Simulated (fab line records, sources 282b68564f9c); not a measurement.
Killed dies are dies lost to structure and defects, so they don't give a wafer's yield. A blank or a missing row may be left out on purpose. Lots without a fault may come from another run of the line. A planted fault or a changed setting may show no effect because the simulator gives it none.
Which tool did it? | flow rit_cmos | 14 lots, 42 wafers sampled, at 5 steps of a route of 202

WHAT THE GAUGES READ, wafer by wafer
RIT_PSD_OVL_MEAS_06. Usual: PSD_OVL 0.5 nm, standard deviation 1.4.
lot  | measured    | on         | PSD_OVL (nm)   | flag
L619 | day 2 23:40 | overlay-02 | -2.8 -3.0 -0.3 |
L620 | day 3 05:08 | overlay-01 | -1.5 0.2 2.3   |
L621 | day 3 11:49 | overlay-01 | 0.7 2.2 2.2    |
L623 | day 3 23:58 | overlay-01 | 1.6 1.0 0.5    |
L624 | day 4 02:21 | overlay-01 | -0.2 0.9 0.3   |
L625 | day 4 05:23 | overlay-02 | 0.4 -0.5 0.9   |
L626 | day 4 12:33 | overlay-02 | -0.3 0.9 1.3   |
L627 | day 4 17:13 | overlay-01 | -0.7 0.6 -1.1  |
L630 | day 5 09:14 | overlay-01 | 0.7 -0.2 1.5   |
L631 | day 5 15:26 | overlay-02 | 1.1 0.6 0.5    |
L632 | day 5 20:11 | overlay-02 | 2.1 0.4 -0.3   |
L638 | day 7 05:58 | overlay-02 | 0.9 1.4 -0.7   |
L639 | day 7 09:18 | overlay-02 | -0.8 -1.3 0.2  |
L641 | day 8 02:15 | overlay-02 | 2.3 1.5 0.9    |

RIT_CONTACT_THK_MEAS_01. Usual: CONTACT_TEOS_THK 403 nm, standard deviation 5.4.
lot  | measured    | on            | CONTACT_TEOS_THK (nm) | flag
L619 | day 3 01:44 | film_metro-01 | 398 404 407           |
L620 | day 3 07:13 | film_metro-04 | 398 393 402           |
L621 | day 3 13:59 | film_metro-01 | 406 405 412           |
L623 | day 4 02:14 | film_metro-04 | 399 399 401           |
L624 | day 4 04:36 | film_metro-04 | 410 405 406           |
L625 | day 4 07:32 | film_metro-04 | 398 403 395           |
L626 | day 4 14:40 | film_metro-04 | 404 400 405           |
L627 | day 4 19:17 | film_metro-02 | 403 400 410           |
L630 | day 5 11:19 | film_metro-01 | 408 405 401           |
L631 | day 5 17:35 | film_metro-01 | 392 394 402           |
L632 | day 5 22:16 | film_metro-02 | 400 401 407           |
L638 | day 7 08:22 | film_metro-02 | 305 408 402           | OFF
L639 | day 7 11:42 | film_metro-01 | 408 403 416           |
L641 | day 8 04:20 | film_metro-01 | 406 305 310           | OFF

RIT_M1_CD_MEAS_09: target cd 2600 nm. Usual: cd_nm 2600.4 nm, standard deviation 2.
lot  | measured    | on        | cd_nm (nm)           | flag
L619 | day 3 05:53 | cd_sem-02 | 2597.9 2599.6 2598.3 |
L620 | day 3 10:49 | cd_sem-02 | 2599.8 2600.4 2603.3 |
L621 | day 3 17:38 | cd_sem-02 | 2596.4 2598.3 2596.5 |
L623 | day 4 05:58 | cd_sem-01 | 2600.9 2602.1 2600.2 |
L624 | day 4 08:34 | cd_sem-01 | 2600.5 2596.6 2599.1 |
L625 | day 4 11:17 | cd_sem-02 | 2600.6 2598.6 2598.4 |
L626 | day 4 18:43 | cd_sem-01 | 2599.4 2601.3 2599.9 |
L627 | day 4 22:55 | cd_sem-01 | 2602.3 2602.0 2602.7 |
L630 | day 5 15:13 | cd_sem-01 | 2600.5 2602.2 2602.1 |
L631 | day 5 21:19 | cd_sem-02 | 2599.6 2598.4 2598.0 |
L632 | day 6 02:14 | cd_sem-02 | 2599.1 2598.4 2599.4 |
L638 | day 7 12:26 | cd_sem-02 | 2603.8 2604.4 2603.8 |
L639 | day 7 15:16 | cd_sem-02 | 2597.0 2597.3 2598.1 |
L641 | day 8 08:29 | cd_sem-01 | 2602.4 2604.3 2603.2 |

WHICH TOOL RAN EACH LOT (tool, then ch and the chambers of the sampled wafers, then the start)
lot  | RIT_SILICIDE_RTA_04             | RIT_CONTACT_CVD_00
L619 | rtp_anneal-01 ch 0, day 3 01:30 | pecvd-03 ch 1,2, day 3 01:40
L620 | rtp_anneal-02 ch 0, day 3 07:00 | pecvd-01 ch 1,2, day 3 07:10
L621 | rtp_anneal-01 ch 0, day 3 13:44 | pecvd-02 ch 1,2, day 3 13:56
L623 | rtp_anneal-01 ch 0, day 4 02:00 | pecvd-01 ch 1,2, day 4 02:11
L624 | rtp_anneal-02 ch 0, day 4 04:21 | pecvd-02 ch 1,2, day 4 04:32
L625 | rtp_anneal-01 ch 0, day 4 07:19 | pecvd-03 ch 0,1, day 4 07:28
L626 | rtp_anneal-02 ch 0, day 4 14:22 | pecvd-01 ch 0,1, day 4 14:37
L627 | rtp_anneal-01 ch 0, day 4 19:02 | pecvd-02 ch 0,1, day 4 19:12
L630 | rtp_anneal-02 ch 0, day 5 11:05 | pecvd-02 ch 0,1,2, day 5 11:16
L631 | rtp_anneal-01 ch 0, day 5 17:22 | pecvd-03 ch 0,2, day 5 17:31
L632 | rtp_anneal-02 ch 0, day 5 22:02 | pecvd-01 ch 0,1, day 5 22:12
L638 | rtp_anneal-02 ch 0, day 7 08:08 | pecvd-01 ch 0,1,2, day 7 08:19
L639 | rtp_anneal-01 ch 0, day 7 11:28 | pecvd-02 ch 0,2, day 7 11:39
L641 | rtp_anneal-01 ch 0, day 8 04:07 | pecvd-01 ch 0,2, day 8 04:17
- RIT_SILICIDE_RTA_04: time 10 s, ramp up 5 s, ramp down 5 s.
- RIT_CONTACT_CVD_00: deposits SiO2 from TEOS, target thk 400 nm, time 61 s.

WHAT THE TOOLS THEMSELVES READ (means of the sampled wafers that have a number; where no wafer has one, the mark that the record gives instead)
RIT_SILICIDE_RTA_04. Usual: chamber_o2_ppm 1.995, standard deviation 0.027; wafer_temp_C_max 652.4, standard deviation 0.52.
lot  | tool          | chamber_o2_ppm | wafer_temp_C_max | flag
L619 | rtp_anneal-01 | 1.992          | 651.9            |
L620 | rtp_anneal-02 | 1.989          | 652.5            |
L621 | rtp_anneal-01 | 1.962          | 652.4            |
L623 | rtp_anneal-01 | 2.005          | 652.4            |
L624 | rtp_anneal-02 | 2.014          | 652.4            |
L625 | rtp_anneal-01 | 1.992          | 652.3            |
L626 | rtp_anneal-02 | 1.983          | 652.8            |
L627 | rtp_anneal-01 | 1.994          | 652.4            |
L630 | rtp_anneal-02 | 1.984          | 652.6            |
L631 | rtp_anneal-01 | 1.973          | 651.7            |
L632 | rtp_anneal-02 | 2.001          | 652.6            |
L638 | rtp_anneal-02 | 1.991          | 653.3            |
L639 | rtp_anneal-01 | 2.014          | 651.5            |
L641 | rtp_anneal-01 | 2.026          | 652.1            |

RIT_CONTACT_CVD_00. Usual: heater_power_w 325 W, standard deviation 54.
lot  | tool     | heater_power_w (W) | flag
L619 | pecvd-03 | 297                |
L620 | pecvd-01 | 373                |
L621 | pecvd-02 | 321                |
L623 | pecvd-01 | 374                |
L624 | pecvd-02 | 330                |
L625 | pecvd-03 | 268                |
L626 | pecvd-01 | 385                |
L627 | pecvd-02 | 294                |
L630 | pecvd-02 | 302                |
L631 | pecvd-03 | 305                |
L632 | pecvd-01 | 379                |
L638 | pecvd-01 | 361                |
L639 | pecvd-02 | 310                |
L641 | pecvd-01 | 398                |

THE ANSWER, worked out from the rows above alone
Rule: a lot is off if the mean of its wafers that have a number lies more than 3 standard deviations from the usual mean. A lot without any number at a reading at which 4 lots or more have one is off too. The other lots that the step has rows for count as sound. The gauges are gone through in route order, then the tools' own readings, and for those a lot's mean is taken as printed above. The first step at which some lot is off is used, and at that step the reading that is off furthest; a lot without a number counts as furthest.
Off: L638, L641, at RIT_CONTACT_THK_MEAS_01 (CONTACT_TEOS_THK).
A tool fits if, at a process step before that reading, it ran every lot that is off, and no sound lot after the first of them. The gauges at RIT_CONTACT_THK_MEAS_01 are tried like those tools. One fits: pecvd-01 at RIT_CONTACT_CVD_00. Its last sound lot is L632 (day 5 22:12), its first lot that is off L638 (day 7 08:19): a fault that began between those two fits.

WHAT THE SIMULATOR HAD PUT IN
Process parameter drift: pecvd-01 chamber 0, from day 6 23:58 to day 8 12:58, at RIT_CONTACT_CVD_00. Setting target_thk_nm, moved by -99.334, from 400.
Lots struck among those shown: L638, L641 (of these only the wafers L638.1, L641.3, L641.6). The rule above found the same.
